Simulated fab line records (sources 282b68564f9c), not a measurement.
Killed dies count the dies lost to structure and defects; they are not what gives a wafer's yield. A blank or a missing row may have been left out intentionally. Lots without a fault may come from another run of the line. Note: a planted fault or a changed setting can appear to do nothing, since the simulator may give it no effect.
fab line records / flow rit-cmos
record lots=12 wafers=36 last-day=7
route steps=202 shown GATE@89
lots that met no fault: from a run of the same line without faults
start-h: hours from the record's first day to the start of the lot's first wafer shown / wait-h: hours since the lot's step before / " unchanged from the row above / L1.1+2: a row that stands for several wafers / - no value present, or no start provided / * or withheld: withheld / < > ~ a bound
route shown NAME@n: a module of which the file shows steps, and the number in the route of the first / usual: mean/standard deviation taken from wafers without a fault / same: alike in all rows / chamber/n: place in a boat / sites: each site's reading / _std_site: the standard deviation of these / _edge_site: inner sites' mean taken away from outer sites' mean / radius-mm: how far each site lies from the wafer's centre / mask NAME#n: copy n / behind: the last tool/chamber to shape the wafer / hold: why the lot went on hold/how many hours it stayed there/how the hold came to an end / device: the n, p or np transistor that did not switch / end of line: tests of these same wafers at the route's end / for a step that has no rows: nothing shown but its recipe / killed: dies lost to structure and defects at the first sort, not the wafer's yield / map: the dies of a wafer, with x for killed, . for not killed, _ for no die there
set.NAME: the setting as run; set.NAME@STEP: as run at that earlier step / model.NAME: the simulator's own value behind a step, which no gauge read
route steps across a sampled set of lots; one table per step, one row per wafer
services: from which hour (start-h, from the record's first day; less than 0 if before it) a tool's chamber was out of use, for how many hours, and why
## steps
# step RIT_GATE_EXPOSE_13
# recipe mask-id=M6 na=0.6 source-shape=conventional sigma-outer=0.6 target-cd-nm=150 dose-mj=380
# same na=0.6
lot.wafer=L768.4+5+6 tool=iline-stepper-02 chamber=0 start-h=35.55 wait-h=0.1 mask=M6#0
lot.wafer=L769.2+5+6 tool=iline-stepper-02 chamber=0 start-h=42.90 wait-h=0.1 mask=M6#0
lot.wafer=L770.2+4+5 tool=iline-stepper-02 chamber=0 start-h=46.02 wait-h=0.1 mask=M6#0
lot.wafer=L771.1+5+6 tool=iline-stepper-01 chamber=0 start-h=51.09 wait-h=0.2 mask=M6#0
lot.wafer=L772.1+4+6 tool=iline-stepper-02 chamber=0 start-h=57.36 wait-h=0.2 mask=M6#0
lot.wafer=L773.1+4+6 tool=iline-stepper-02 chamber=0 start-h=65.22 wait-h=0.1 mask=M6#0
lot.wafer=L775.2+3+4 tool=iline-stepper-02 chamber=0 start-h=73.24 wait-h=0.1 mask=M6#0
lot.wafer=L780.3+4+5 tool=iline-stepper-01 chamber=0 start-h=100.33 wait-h=0.2 mask=M6#0
lot.wafer=L781.2+4+5 tool=iline-stepper-01 chamber=0 start-h=101.48 wait-h=0.1 mask=M6#0
lot.wafer=L785.2+5+6 tool=iline-stepper-02 chamber=0 start-h=126.34 wait-h=0.2 mask=M6#0
lot.wafer=L788.1+2+3 tool=iline-stepper-02 chamber=0 start-h=141.57 wait-h=0.2 mask=M6#0
lot.wafer=L790.1+2+5 tool=iline-stepper-02 chamber=0 start-h=150.79 wait-h=0.2 mask=M6#0
# step RIT_GATE_OVL_MEAS_17
# usual GATE_OVL=-0.6/1.3
lot.wafer=L768.4 tool=overlay-02 chamber=- start-h=36.03 wait-h=0.1 GATE_OVL[nm]=-5.1
lot.wafer=L768.5 tool=overlay-02 chamber=- start-h=36.03 wait-h=0.1 GATE_OVL[nm]=-3.0
lot.wafer=L768.6 tool=overlay-02 chamber=- start-h=36.03 wait-h=0.1 GATE_OVL[nm]=-2.9
lot.wafer=L769.2 tool=overlay-01 chamber=- start-h=43.40 wait-h=0.1 GATE_OVL[nm]=-0.9
lot.wafer=L769.5 tool=overlay-01 chamber=- start-h=43.40 wait-h=0.1 GATE_OVL[nm]=-2.6
lot.wafer=L769.6 tool=overlay-01 chamber=- start-h=43.40 wait-h=0.1 GATE_OVL[nm]=0.6
lot.wafer=L770.2 tool=overlay-02 chamber=- start-h=46.53 wait-h=0.1 GATE_OVL[nm]=-2.7
lot.wafer=L770.4 tool=overlay-02 chamber=- start-h=46.53 wait-h=0.1 GATE_OVL[nm]=-1.0
lot.wafer=L770.5 tool=overlay-02 chamber=- start-h=46.53 wait-h=0.1 GATE_OVL[nm]=-2.8
lot.wafer=L771.1 tool=overlay-02 chamber=- start-h=51.61 wait-h=0.1 GATE_OVL[nm]=-2.0
lot.wafer=L771.5 tool=overlay-02 chamber=- start-h=51.61 wait-h=0.1 GATE_OVL[nm]=-0.1
lot.wafer=L771.6 tool=overlay-02 chamber=- start-h=51.61 wait-h=0.1 GATE_OVL[nm]=0.0
lot.wafer=L772.1 tool=overlay-01 chamber=- start-h=57.90 wait-h=0.1 GATE_OVL[nm]=1.0
lot.wafer=L772.4 tool=overlay-01 chamber=- start-h=57.90 wait-h=0.1 GATE_OVL[nm]=0.2
lot.wafer=L772.6 tool=overlay-01 chamber=- start-h=57.90 wait-h=0.1 GATE_OVL[nm]=1.5
lot.wafer=L773.1 tool=overlay-02 chamber=- start-h=65.84 wait-h=0.1 GATE_OVL[nm]=0.9
lot.wafer=L773.4 tool=overlay-02 chamber=- start-h=65.84 wait-h=0.1 GATE_OVL[nm]=-0.5
lot.wafer=L773.6 tool=overlay-02 chamber=- start-h=65.84 wait-h=0.1 GATE_OVL[nm]=-0.7
lot.wafer=L775.2 tool=overlay-01 chamber=- start-h=73.74 wait-h=0.1 GATE_OVL[nm]=-1.7
lot.wafer=L775.3 tool=overlay-01 chamber=- start-h=73.74 wait-h=0.1 GATE_OVL[nm]=-0.4
lot.wafer=L775.4 tool=overlay-01 chamber=- start-h=73.74 wait-h=0.1 GATE_OVL[nm]=-0.5
lot.wafer=L780.3 tool=overlay-02 chamber=- start-h=100.83 wait-h=0.1 GATE_OVL[nm]=239.8
lot.wafer=L780.4 tool=overlay-02 chamber=- start-h=100.83 wait-h=0.1 GATE_OVL[nm]=239.3
lot.wafer=L780.5 tool=overlay-02 chamber=- start-h=100.83 wait-h=0.1 GATE_OVL[nm]=238.6
lot.wafer=L781.2 tool=overlay-02 chamber=- start-h=101.99 wait-h=0.1 GATE_OVL[nm]=240.6
lot.wafer=L781.4 tool=overlay-02 chamber=- start-h=101.99 wait-h=0.1 GATE_OVL[nm]=239.7
lot.wafer=L781.5 tool=overlay-02 chamber=- start-h=101.99 wait-h=0.1 GATE_OVL[nm]=240.4
lot.wafer=L785.2 tool=overlay-02 chamber=- start-h=126.84 wait-h=0.1 GATE_OVL[nm]=-1.4
lot.wafer=L785.5 tool=overlay-02 chamber=- start-h=126.84 wait-h=0.1 GATE_OVL[nm]=2.3
lot.wafer=L785.6 tool=overlay-02 chamber=- start-h=126.84 wait-h=0.1 GATE_OVL[nm]=-1.6
lot.wafer=L788.1 tool=overlay-01 chamber=- start-h=142.09 wait-h=0.1 GATE_OVL[nm]=-0.2
lot.wafer=L788.2 tool=overlay-01 chamber=- start-h=142.09 wait-h=0.1 GATE_OVL[nm]=-3.7
lot.wafer=L788.3 tool=overlay-01 chamber=- start-h=142.09 wait-h=0.1 GATE_OVL[nm]=0.4
lot.wafer=L790.1 tool=overlay-01 chamber=- start-h=151.31 wait-h=0.1 GATE_OVL[nm]=-0.1
lot.wafer=L790.2 tool=overlay-01 chamber=- start-h=151.31 wait-h=0.1 GATE_OVL[nm]=0.3
lot.wafer=L790.5 tool=overlay-01 chamber=- start-h=151.31 wait-h=0.1 GATE_OVL[nm]=2.4
## services
tool=iline-stepper-01 chamber=- start-h=42.90 hours=2.1 kind=pm
tool=iline-stepper-01 chamber=- start-h=44.98 hours=- kind=consumable-replace:lamp
tool=iline-stepper-02 chamber=- start-h=68.03 hours=1.7 kind=pm
tool=iline-stepper-01 chamber=- start-h=93.41 hours=1.7 kind=pm
tool=iline-stepper-01 chamber=- start-h=135.73 hours=3.9 kind=repair
## key
first-sign step=RIT_GATE_OVL_MEAS_17 reading=GATE_OVL direction=up sigmas=99+ usual=-0.6 struck=239.7
effect none on later readings
met-at RIT_GATE_EXPOSE_13
struck-lots L780,L781
tester-left-out L780,L781
onset-between 51.09 100.33
fault kind=scanner-matching-overlay tool=iline-stepper-01 chamber=- onset-h=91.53 steps=RIT_GATE_EXPOSE_13 offset=240
# tester-left-out: of these lots the tester's yield and bins aren't shown, on N5 and GAA mostly nor the transistor test; their killed dies are dies lost to structure and defects alone, not to doping, threshold or leakage, so they don't give the yield
